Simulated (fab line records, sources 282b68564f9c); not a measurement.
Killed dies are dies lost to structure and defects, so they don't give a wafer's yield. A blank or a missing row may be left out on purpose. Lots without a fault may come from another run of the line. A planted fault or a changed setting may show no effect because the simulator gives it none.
One fault seen from 2 desks | flow rit_cmos | each desk has only its own numbers; what lay behind them comes last

THE TOOL OWNER'S DESK: rie_si-02
The tool's own readings at RIT_GATE_ETCH_19 (etches poly-Si in SF6/CHF3/O2, stops on SiO2, time 161.2 s, target depth 312.5 nm): means of the sampled wafers that have a number, for each lot that ran on this tool. A lot is out of limits, marked OUT, if its mean lies more than 4 standard deviations from the usual mean; the brackets give that distance.
Columns: A = SF6_flow_sccm at RIT_GATE_ETCH_19, usual 29.99 sccm; B = drypump_motor_current_A at RIT_GATE_ETCH_19, usual 5.7 A; C = oes_product_au at RIT_GATE_ETCH_19, usual 0.859 a.u.; D = throttle_valve_pct at RIT_GATE_ETCH_19, usual 10.17 %
lot  | first seen here | A     | B   | C     | D
L179 | day 2 12:33     | 29.97 | 6.1 | 0.864 | 10.16
L181 | day 3 02:15     | 30.00 | 6.3 | 0.866 | 10.11
L183 | day 3 09:46     | 29.90 | 6.1 | 0.868 | 10.16
L185 | day 3 19:14     | 29.99 | 6.0 | 0.861 | 10.12
L187 | day 4 06:11     | 30.05 | 5.6 | 0.878 | 10.06
L189 | day 4 15:19     | 29.99 | 6.4 | 0.864 | 10.12
L195 | day 5 20:45     | 30.01 | 6.1 | 0.879 | 10.14
L197 | day 6 07:26     | 29.98 | 6.0 | 0.868 | 10.04
L199 | day 6 18:58     | 30.02 | 6.0 | 0.873 | 10.12
This desk's finding: nothing out of limits on any of the 9 lots.

THE METROLOGY DESK
What the gauges read, lot by lot, whatever tool the lot ran on: means of the sampled wafers that have a number. A lot is out of limits, marked OUT, if its mean lies more than 4 standard deviations from the usual mean; the brackets give that distance.
Columns: A = PRETRO_TW at RIT_PRETRO_TW_MEAS_10, usual 471; B = FIELD_OXIDE_LEFT_2_THK at RIT_FOX2_THK_MEAS_91, usual 258 nm
lot  | first seen here | A   | B
L179 | day 2 07:46     | 466 | 260
L180 | day 2 12:37     | 478 | 265
L181 | day 2 19:02     | 465 | 259
L182 | day 2 22:06     | 473 | 264
L183 | day 3 04:09     | 476 | 268
L184 | day 3 08:42     | 475 | 270
L185 | day 3 14:29     | 477 | 265
L187 | day 4 00:39     | 464 | 260
L189 | day 4 10:31     | 465 | 249
L192 | day 5 01:05     | 473 | 259
L194 | day 5 10:26     | 467 | 246
L195 | day 5 15:47     | 478 | 257
L196 | day 5 20:29     | 467 | 251
L197 | day 6 02:33     | 466 | 256
L199 | day 6 11:01     | 474 | 254
This desk's finding: nothing out of limits on any of the 15 lots.

PUT TOGETHER
The tool owner's desk saw nothing out of limits.
The metrology desk saw nothing out of limits.

WHAT THE SIMULATOR HAD PUT IN
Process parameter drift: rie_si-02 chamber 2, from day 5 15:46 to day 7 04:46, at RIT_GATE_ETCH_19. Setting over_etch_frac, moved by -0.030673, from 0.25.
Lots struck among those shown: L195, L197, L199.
